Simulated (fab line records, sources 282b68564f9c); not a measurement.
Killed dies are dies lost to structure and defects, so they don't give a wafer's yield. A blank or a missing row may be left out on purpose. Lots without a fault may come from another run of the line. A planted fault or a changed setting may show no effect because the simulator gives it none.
A struck lot beside a sound one | flow rit_cmos | 27 steps out of a route of 202
Sound: wafers L548.1, L548.2, L548.4. Struck: wafers L558.1, L558.5, L558.6. The cause comes at the end.
At each step with rows: each side's tool, then ch and its chambers, then its first start. Under that, the readings that differ: sound wafers | struck wafers | difference of the means | sigmas: that difference in standard deviations of wafers without a fault.
alike: readings whose means differ by less than 2 such deviations, and words and numbers that are the same on both sides. not compared: withheld readings, readings that some wafer has no value for, bounds like >300 that may hide the same value, and numbers for which the record gives no deviation and whose values overlap.
The two part at a step that has a row with sigmas, a row that says differs or no value, or rows on one side only. Numbers that don't overlap but have no deviation are shown without sigmas and don't part them. A reading that every wafer of one side lacks parts them only if that side has two wafers or more.

first, 4 steps without rows for these wafers: RIT_CONTACT_SOFTBAKE_04 (time 60 s); RIT_CONTACT_EXPOSE_05 (exposes mask M11, target cd 1000 nm); RIT_CONTACT_PEB_06; RIT_CONTACT_DEVELOP_07 (develop time 120 s).
RIT_CONTACT_CD_MEAS_08: target cd 1000 nm.
  sound on cd_sem-01, day 4 11:47; struck on cd_sem-02, day 6 14:02
  alike: cd_nm
RIT_CONTACT_OVL_MEAS_09:
  sound on overlay-02, day 4 11:55; struck on overlay-02, day 6 14:09
  alike: CONTACT_OVL
then, 1 step without rows for these wafers: RIT_CONTACT_HARDBAKE_10 (time 60 s).
RIT_CONTACT_ETCH_11: etches SiO2 in CHF3/CF4/Ar, stops on TiSi2, target depth 480 nm, time 320 s.
  sound on rie_diel-01 ch 1,2,3, day 4 12:06; struck on rie_diel-03 ch 2,3, day 6 14:20
  alike: CHF3_flow_sccm, drypump_motor_current_A, oes_product_au, rf_fwd_power_W, throttle_valve_pct
  not compared: rf_hours_counter_h
RIT_CONTACT_STRIP_12: strips in O2, time 180 s.
  sound on plasma_asher-01 ch 0,1, day 4 12:17; struck on plasma_asher-01 ch 0,1, day 6 14:32
  alike: drypump_motor_current_A
  not compared: rf_hours_counter_h
RIT_CONTACT_CD_MEAS_90: target cd 1000 nm.
  sound on cd_sem-02, day 4 12:28; struck on cd_sem-02, day 6 14:49
  alike: cd_nm
then, 2 steps without rows for these wafers: RIT_CONTACT_CLEAN_13 (cleans in SC1, time 600 s); RIT_CONTACT_CLEAN_14 (cleans in SC2, time 600 s).
RIT_M1_SPUTTER_00: material Al, target thk 400 nm, time 500 s.
  sound on pvd_sputter-04, day 4 12:58; struck on pvd_sputter-04, day 6 15:17
  reading                               | sound                | struck               | difference | sigmas
  cathode_dc_power_W (W)                | 2000.0 1999.9 2000.3 | 1951.4 1951.7 1951.4 | -48.6      | -99 or more
  model.Al_of_M1_SPUTTER_00.thk_nm (nm) | 399.8 399.6 401.3    | 393 393.1 393        | -7         |
  alike: throttle_valve_pct
RIT_M1_RS_MEAS_01: measures by four-point-probe.
  sound on film_metro-02, day 4 13:16; struck on film_metro-04, day 6 15:35
  reading           | sound                | struck               | difference | sigmas
  M1_AL_RS (ohm/sq) | 0.0733 0.0733 0.0730 | 0.0751 0.0749 0.0749 | +0.0018    | +2
RIT_M1_THK_MEAS_02: measures by xrf.
  sound on film_metro-02, day 4 13:23; struck on film_metro-04, day 6 15:43
  alike: M1_AL_THK
then, 6 steps without rows for these wafers: RIT_M1_HMDS_03 (prime time 60 s); RIT_M1_COAT_04 (resist thk 1300 nm); RIT_M1_SOFTBAKE_05 (time 60 s); RIT_M1_EXPOSE_06 (exposes mask M12, target cd 2600 nm); RIT_M1_PEB_07; RIT_M1_DEVELOP_08 (develop time 68 s).
RIT_M1_CD_MEAS_09: target cd 2600 nm.
  sound on cd_sem-01, day 4 14:19; struck on cd_sem-02, day 6 16:39
  alike: cd_nm
RIT_M1_OVL_MEAS_10:
  sound on overlay-02, day 4 14:26; struck on overlay-01, day 6 16:46
  alike: M1_OVL
then, 1 step without rows for these wafers: RIT_M1_HARDBAKE_11 (time 120 s).
RIT_M1_METAL_ETCH_12: etches Al in Cl2/BCl3, stops on SiO2, time 165 s, target depth 600 nm.
  sound on rie_metal-01 ch 0,1, day 4 14:47; struck on rie_metal-03 ch 0,1, day 6 17:03
  reading                        | sound             | struck            | difference | sigmas
  model.etch.depth_nm (nm)       | 399.8 399.6 401.3 | 393 393.1 393     | -7         |
  model.M1.feature_depth_nm (nm) | 432.6 432 433.7   | 425.4 425.1 425.7 | -7.4       |
  alike: drypump_motor_current_A, he_backside_leak_sccm, oes_product_au, rf_fwd_power_W, throttle_valve_pct
  not compared: rf_hours_counter_h
then, 1 step without rows for these wafers: RIT_M1_STRIP_13 (strips in nmp, time 600 s).
RIT_M1_PROBE_99:
  sound on prober-01, day 4 17:03; struck on prober-01, day 6 19:18
  reading                             | sound             | struck            | difference | sigmas
  killed_at_M0_to_M3                  | 0 1 0             | 0 0 0             | +0         | -2
  model.etest.nplus_sal.width_nm (nm) | 3437 3426 3404    | 3556 3534 3555    | +126       |
  model.etest.pplus_sal.width_nm (nm) | 3432 3432 3415    | 3540 3526 3560    | +116       |
  model.etest.nldd.width_nm (nm)      | 3164 3159 3138    | 3265 3257 3272    | +111       |
  model.etest.pldd.width_nm (nm)      | 3172 3169 3132    | 3258 3258 3280    | +108       |
  model.etest.nmos_narrow.drive_ua_um | 202.2 199.2 195.6 | 222.7 220.4 220.4 | +22.2      |
  model.etest.pmos_narrow.drive_ua_um | 91.44 88.74 88.69 | 99.28 97.57 98.61 | +8.86      |
  model.etest.pplus_sal.line_ohm_um   | 1.317 1.294 1.299 | 1.266 1.258 1.28  | -0.035     |
  model.etest.nplus_sal.line_ohm_um   | 1.31 1.279 1.293  | 1.266 1.251 1.252 | -0.038     |
  alike: killed_at_contacts, killed_at_front_end, killed_dies, killed_open, killed_short

WHERE THEY PART
First at RIT_M1_SPUTTER_00; last, within this record, at RIT_M1_PROBE_99.

WHY: what the simulator had put in
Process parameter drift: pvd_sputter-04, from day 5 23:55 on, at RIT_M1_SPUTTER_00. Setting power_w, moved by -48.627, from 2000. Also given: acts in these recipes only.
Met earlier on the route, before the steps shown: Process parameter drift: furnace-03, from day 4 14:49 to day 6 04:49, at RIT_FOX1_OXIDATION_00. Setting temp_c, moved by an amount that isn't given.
